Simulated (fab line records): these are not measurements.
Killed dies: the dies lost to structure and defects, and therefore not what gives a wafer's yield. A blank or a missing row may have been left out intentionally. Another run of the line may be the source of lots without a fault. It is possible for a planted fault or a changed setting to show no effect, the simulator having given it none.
Code-filled problem report in 8D (eight disciplines) form + flow rit-cmos + the parts of the form that need people (team, actions taken, sign-off) are left out

== 1. THE ISSUE ==
Mean GATE_OVL at RIT_GATE_OVL_MEAS_17: 239.7 nm over 6 wafers in 2 lots; fault-free wafers: -0.6 nm, standard deviation 1.3. So: +99 or more standard deviations from the usual mean.
First seen on wafer L780.3, day 5 04:50, on overlay-02. The record has a number at this step for 36 wafers belonging to 12 lots. Rule for "out", or "out of limits": more than 4 standard deviations from the usual mean. All remaining wafers that have a number are taken as sound.

== 2. WHAT IT IS, WHAT IT ISN'T ==
| question                    | is                     | is not                                                                          |
|-----------------------------|------------------------|---------------------------------------------------------------------------------|
| which readings at this step | GATE_OVL               | -                                                                               |
| which lots                  | L780, L781             | L768, L769, L770, L771, L772, L773, L775, L785, L788, L790                      |
| which wafers of those lots  | all that have a number | -                                                                               |
| read on which gauges        | overlay-02             | overlay-01                                                                      |
| when                        | from day 5 04:50       | up to then (21 sound wafers); but 9 sound wafers of L785, L788, L790 came after |

== 3. WHAT RULES OUT EACH SUSPECT ==
Counting: a tool stays on the suspect list if, at a process step up to the reading, it processed all lots that are out and no sound lot following the first of them.
- the gauge at RIT_GATE_OVL_MEAS_17: kept. All the wafers that are out were read on overlay-02, and no step on other tools shows them out.
- iline-stepper-01 at RIT_GATE_EXPOSE_13 (exposes mask M6, target cd 150 nm): kept. It processed each lot that is out, first L780 at day 5 04:20, and no sound lot thereafter; up to then, the last sound lot it processed was L771 at day 3 03:05.
After counting, iline-stepper-01 at RIT_GATE_EXPOSE_13 and overlay-02 at RIT_GATE_OVL_MEAS_17 remain.

== 4. THE CAUSE (what the simulator had put in) ==
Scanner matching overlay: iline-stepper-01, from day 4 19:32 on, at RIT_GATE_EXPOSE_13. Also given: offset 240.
Counting leaves 2 suspects; this tool is one of them.

== 5. SEQUENCE OF EFFECTS, ordered by route ==
Each row: a reading whose mean over the struck wafers that have a number lies more than 3 standard deviations from the usual. Readings are gone through only where the record gives a usual standard deviation; hours: the median, over the lots, of the time from a lot's start at the first step in this table giving one to that lot's start at this step; sigmas: the change measured in usual standard deviations.
| hours | step                 | reading  | usual   | on struck wafers | change | sigmas      |
|-------|----------------------|----------|---------|------------------|--------|-------------|
| 0     | RIT_GATE_OVL_MEAS_17 | GATE_OVL | -0.6 nm | 239.7            | +240.3 | +99 or more |

== 6. WHAT WOULD HAVE CAUGHT IT SOONER ==
9 hours passed between the start of the fault at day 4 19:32 and the first reading out of limits at a measuring or inspecting step in this record, taken at day 5 04:50.
Of the lots that are out (2), L781 began RIT_GATE_EXPOSE_13 on iline-stepper-01 after day 5 04:50. Had the tool been put on hold then, it would have been spared.
